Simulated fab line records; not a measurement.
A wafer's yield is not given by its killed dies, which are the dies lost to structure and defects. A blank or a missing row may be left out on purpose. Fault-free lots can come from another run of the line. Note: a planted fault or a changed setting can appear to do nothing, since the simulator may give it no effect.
The tool behind it: which one?    flow berkeley cmos170    Sampling: 14 lots, 42 wafers, 4 of 331 route steps

== WHAT THE GAUGES READ, wafer by wafer ==
UCB170_M3_RS_MEAS_02: the measuring method here is four-point-probe. Usual: M3_AL_RS typically reads 0.0333 ohm/sq, with standard deviation 0.00039.
lot   measured      on             M3_AL_RS (ohm/sq)     flag
L242  day 8 13:20   film metro-04  0.0336 0.0335 0.0337  
L246  day 9 06:39   film metro-04  0.0331 0.0337 0.0334  
L244  day 9 09:11   film metro-03  0.0333 0.0328 0.0330  
L247  day 9 22:04   film metro-04  0.0339 0.0332 0.0340  
L248  day 10 00:14  film metro-04  0.0335 0.0333 0.0333  
L250  day 10 03:03  film metro-04  0.0328 0.0332 0.0330  
L252  day 10 19:51  film metro-03  0.0330 0.0333 0.0332  
L254  day 11 14:23  film metro-03  0.0336 0.0335 0.0328  
L258  day 12 10:58  film metro-03  0.0339 0.0333 0.0338  
L259  day 12 11:32  film metro-03  0.0331 0.0328 0.0328  
L261  day 13 00:02  film metro-01  0.0332 0.0332 0.0333  
L262  day 13 01:46  film metro-04  0.0331 0.0335 0.0338  
L264  day 13 02:58  film metro-03  0.0331 0.0332 0.0332  
L265  day 13 04:02  film metro-01  0.0341 0.0332 0.0340  

UCB170_M3_CD_MEAS_90: the cd target is 700 nm. Usual: 700 nm for cd nm, sd 4.5.
lot   measured      on         cd nm (nm)   flag
L242  day 8 15:47   cd sem-02  704 703 705  
L246  day 9 09:25   cd sem-02  697 704 703  
L244  day 9 11:33   cd sem-01  693 700 699  
L247  day 10 00:30  cd sem-02  695 694 696  
L248  day 10 02:30  cd sem-01  706 706 703  
L250  day 10 05:29  cd sem-02  697 696 694  
L252  day 10 22:53  cd sem-02  705 702 701  
L254  day 11 16:44  cd sem-02  703 706 707  
L258  day 12 13:26  cd sem-01  706 704 706  
L259  day 12 13:51  cd sem-01  694 701 697  
L261  day 13 03:14  cd sem-01  703 700 704  
L262  day 13 05:11  cd sem-01  694 694 692  
L264  day 13 06:43  cd sem-02  696 697 695  
L265  day 13 07:04  cd sem-02  701 700 705  

== WHICH TOOL RAN EACH LOT (tool, then ch and the chambers of the sampled wafers, then the start) ==
lot   UCB170_V2_CVD_00                 UCB170_M3_STRIP_07
L242  pecvd-03 ch 1,2, day 8 10:54     plasma asher-03 ch 0,1, day 8 14:10
L246  pecvd-01 ch 0,2, day 9 02:14     plasma asher-02 ch 0,1, day 9 07:17
L244  pecvd-03 ch 1,2, day 9 06:19     plasma asher-01 ch 0,1, day 9 09:49
L247  pecvd-01 ch 0,1,2, day 9 19:29   plasma asher-01 ch 0,1, day 9 22:46
L248  pecvd-03 ch 1,2, day 9 21:36     plasma asher-01 ch 0,1, day 10 00:52
L250  pecvd-01 ch 1,2, day 10 00:27    plasma asher-01 ch 0,1, day 10 03:41
L252  pecvd-03 ch 0,1,2, day 10 16:56  plasma asher-03 ch 0,1, day 10 20:31
L254  pecvd-03 ch 0,1, day 11 09:31    plasma asher-01 ch 1, day 11 15:01
L258  pecvd-01 ch 0,1, day 12 07:55    plasma asher-01 ch 0,1, day 12 11:35
L259  pecvd-03 ch 0,1,2, day 12 08:17  plasma asher-02 ch 0,1, day 12 12:09
L261  pecvd-03 ch 0,1, day 12 21:20    plasma asher-02 ch 1, day 13 00:51
L262  pecvd-01 ch 0,1,2, day 12 22:33  plasma asher-02 ch 0,1, day 13 02:44
L264  pecvd-01 ch 0,2, day 12 23:17    plasma asher-01 ch 0,1, day 13 03:46
L265  pecvd-04 ch 1,2, day 13 01:05    plasma asher-03 ch 0,1, day 13 05:08
- UCB170_V2_CVD_00: deposits SiO2 from TEOS/O2, target thk 2000 nm, time 250 s.
- UCB170_M3_STRIP_07: strips in O2.

== WHAT THE TOOLS THEMSELVES READ (means of the sampled wafers that have a number; where no wafer has one, the mark that the record gives instead) ==
UCB170_V2_CVD_00. Usual: 283 W for heater power w, sd 66.
lot   tool      heater power w (W)  flag
L242  pecvd-03  312                 
L246  pecvd-01  320                 
L244  pecvd-03  297                 
L247  pecvd-01  292                 
L248  pecvd-03  270                 
L250  pecvd-01  315                 
L252  pecvd-03  258                 
L254  pecvd-03  223                 
L258  pecvd-01  289                 
L259  pecvd-03  222                 
L261  pecvd-03  255                 
L262  pecvd-01  348                 
L264  pecvd-01  294                 
L265  pecvd-04  170                 

UCB170_M3_STRIP_07. Usual: drypump motor current A 6.1 A, standard deviation 0.34; oes product au 0.735 a.u., standard deviation 0.0044; strip time to endpoint s 21.97 s, standard deviation 0.056.
lot   tool             drypump motor current A (A)  oes product au (a.u.)  strip time to endpoint s (s)  flag
L242  plasma asher-03  5.9                          0.734                  22.02                         
L246  plasma asher-02  5.9                          0.739                  22.04                         
L244  plasma asher-01  6.4                          0.736                  22.03                         
L247  plasma asher-01  6.4                          0.739                  21.98                         
L248  plasma asher-01  6.4                          0.736                  21.99                         
L250  plasma asher-01  6.4                          0.734                  21.97                         
L252  plasma asher-03  6.0                          0.737                  22.05                         
L254  plasma asher-01  6.3                          0.735                  21.98                         
L258  plasma asher-01  6.4                          0.735                  21.94                         
L259  plasma asher-02  5.7                          0.734                  21.91                         
L261  plasma asher-02  6.1                          0.732                  21.92                         
L262  plasma asher-02  5.9                          0.733                  21.93                         
L264  plasma asher-01  6.5                          0.739                  21.95                         
L265  plasma asher-03  6.0                          0.734                  21.93                         

== THE ANSWER, worked out from the rows above alone ==
Rule: a lot is off if the mean of its wafers that have a number lies more than 3 standard deviations from the usual mean. Also off: a lot with no number at a reading for which 4 or more lots have one. Any other lot the step has rows for is counted as sound. Order of review: gauges by route order, followed by the tools' own readings, for which a lot's mean as printed above is used. The first step at which some lot is off is used, and at that step the reading that is off furthest; a lot without a number counts as furthest.
Across all readings shown, no lot is off: no conclusion can be drawn from this.

== WHAT THE SIMULATOR HAD INSERTED ==
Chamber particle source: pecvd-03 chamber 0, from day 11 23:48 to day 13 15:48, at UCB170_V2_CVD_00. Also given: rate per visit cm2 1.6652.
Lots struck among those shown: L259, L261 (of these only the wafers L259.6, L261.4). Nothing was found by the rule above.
